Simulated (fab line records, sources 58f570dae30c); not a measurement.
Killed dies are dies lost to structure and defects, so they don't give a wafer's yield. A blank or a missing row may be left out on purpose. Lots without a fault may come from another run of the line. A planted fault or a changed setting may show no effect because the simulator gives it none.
Tool commonality check | flow berkeley_cmos170 | 11 lots, 39 wafers sampled

WHY IT WAS OPENED
At UCB170_NSD_CD_MEAS_06 the reading cd_nm is flagged on 2 of 11 lots. Wafers without a fault read 1200.0 nm, standard deviation 1.6.
Rule: a lot is flagged when every wafer of it that has a number lies more than 4 standard deviations from that mean, or none has a number. The other lots count as sound.

lot  | measured     | on        | cd_nm (nm), wafer by wafer                | flag
L955 | day 8 05:04  | cd_sem-01 | 1198.4 1198.4 1197.6                      |
L963 | day 10 14:01 | cd_sem-01 | 1207.8 1208.7 1209.5 1207.7 1208.7 1209.5 | FLAGGED
L964 | day 10 14:21 | cd_sem-01 | 1210.6 1209.7 1209.7 1210.7 1209.7 1209.8 | FLAGGED
L968 | day 11 12:09 | cd_sem-01 | 1199.0 1200.6 1200.2                      |
L970 | day 12 03:05 | cd_sem-02 | 1198.0 1199.1 1198.7                      |
L972 | day 12 14:27 | cd_sem-01 | 1197.2 1198.3 1198.5                      |
L973 | day 12 14:43 | cd_sem-02 | 1201.6 1201.5 1202.8                      |
L975 | day 12 21:29 | cd_sem-01 | 1200.0 1199.9 1201.5                      |
L978 | day 13 06:58 | cd_sem-02 | 1200.5 1201.7 1200.7                      |
L977 | day 13 07:23 | cd_sem-02 | 1201.8 1202.5 1202.5                      |
L976 | day 13 07:40 | cd_sem-02 | 1202.0 1203.0 1203.4                      |
The numbers of the flagged lots are 1209.3 nm on average: +9.3 nm against the usual, or +6 standard deviations.

WHICH TOOL RAN EACH LOT
The record holds 2 process steps before the reading, out of a route of 331 steps. In each cell: the tool, then ch and the chambers that the sampled wafers went through, then the start.
lot  | flag    | UCB170_ZERO_STRIP_07                | UCB170_NSD_PEB_04
L955 |         | plasma_asher-03 ch 0,1, day 1 19:50 | litho_track-04 ch 0, day 8 04:48
L963 | FLAGGED | plasma_asher-03 ch 0,1, day 3 15:04 | litho_track-04 ch 0, day 10 13:44
L964 | FLAGGED | plasma_asher-04 ch 0,1, day 3 21:37 | litho_track-04 ch 0, day 10 14:05
L968 |         | plasma_asher-03 ch 0,1, day 4 17:52 | litho_track-01 ch 0, day 11 11:46
L970 |         | plasma_asher-02 ch 0, day 5 03:13   | litho_track-02 ch 0, day 12 02:45
L972 |         | plasma_asher-04 ch 0,1, day 5 12:52 | litho_track-02 ch 0, day 12 14:11
L973 |         | plasma_asher-04 ch 0,1, day 5 18:11 | litho_track-02 ch 0, day 12 14:26
L975 |         | plasma_asher-02 ch 0,1, day 6 01:50 | litho_track-01 ch 0, day 12 21:13
L978 |         | plasma_asher-04 ch 0,1, day 6 19:07 | litho_track-01 ch 0, day 13 06:32
L977 |         | plasma_asher-03 ch 0,1, day 6 09:35 | litho_track-01 ch 0, day 13 06:56
L976 |         | plasma_asher-02 ch 0,1, day 6 09:39 | litho_track-01 ch 0, day 13 07:23
What these steps do:
- UCB170_ZERO_STRIP_07: strips in O2.
- UCB170_NSD_PEB_04
- UCB170_NSD_CD_MEAS_06: target cd 1200 nm.

FLAGGED OVER TOTAL, TOOL BY TOOL (the gauges that took the reading come last)
step                  | tool            | lots run | flagged | share of the flagged lots | sound lots run after its first flagged lot
UCB170_ZERO_STRIP_07  | plasma_asher-02 | 3        | 0       | none                      | -
UCB170_ZERO_STRIP_07  | plasma_asher-03 | 4        | 1       | some                      | 2 (L968,L977)
UCB170_ZERO_STRIP_07  | plasma_asher-04 | 4        | 1       | some                      | 3 (L972,L973,L978)
UCB170_NSD_PEB_04     | litho_track-01  | 5        | 0       | none                      | -
UCB170_NSD_PEB_04     | litho_track-02  | 3        | 0       | none                      | -
UCB170_NSD_PEB_04     | litho_track-04  | 3        | 2       | all                       | 0
UCB170_NSD_CD_MEAS_06 | cd_sem-01       | 6        | 2       | all                       | 3 (L968,L972,L975)
UCB170_NSD_CD_MEAS_06 | cd_sem-02       | 5        | 0       | none                      | -

WHAT THE TABLE ALLOWS
2 rows of the table ran every flagged lot: litho_track-04 at UCB170_NSD_PEB_04, cd_sem-01 at UCB170_NSD_CD_MEAS_06.
- litho_track-04 at UCB170_NSD_PEB_04: 2 of its 3 lots flagged. Its last sound lot is L955 (day 8 04:48), its first flagged lot L963 (day 10 13:44): a fault that began between those two fits.
- cd_sem-01 at UCB170_NSD_CD_MEAS_06: 2 of its 6 lots flagged. Sound lots ran on it after the first flagged one (L968, L972, L975), which a lasting fault on the whole tool wouldn't allow.
One tool is left: litho_track-04 at UCB170_NSD_PEB_04.

WHAT THE SIMULATOR HAD PUT IN
Process parameter drift: litho_track-04, from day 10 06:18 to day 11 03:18, at UCB170_NSD_PEB_04. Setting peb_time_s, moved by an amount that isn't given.
Lots struck among those shown: L963, L964. The rule above found the same.
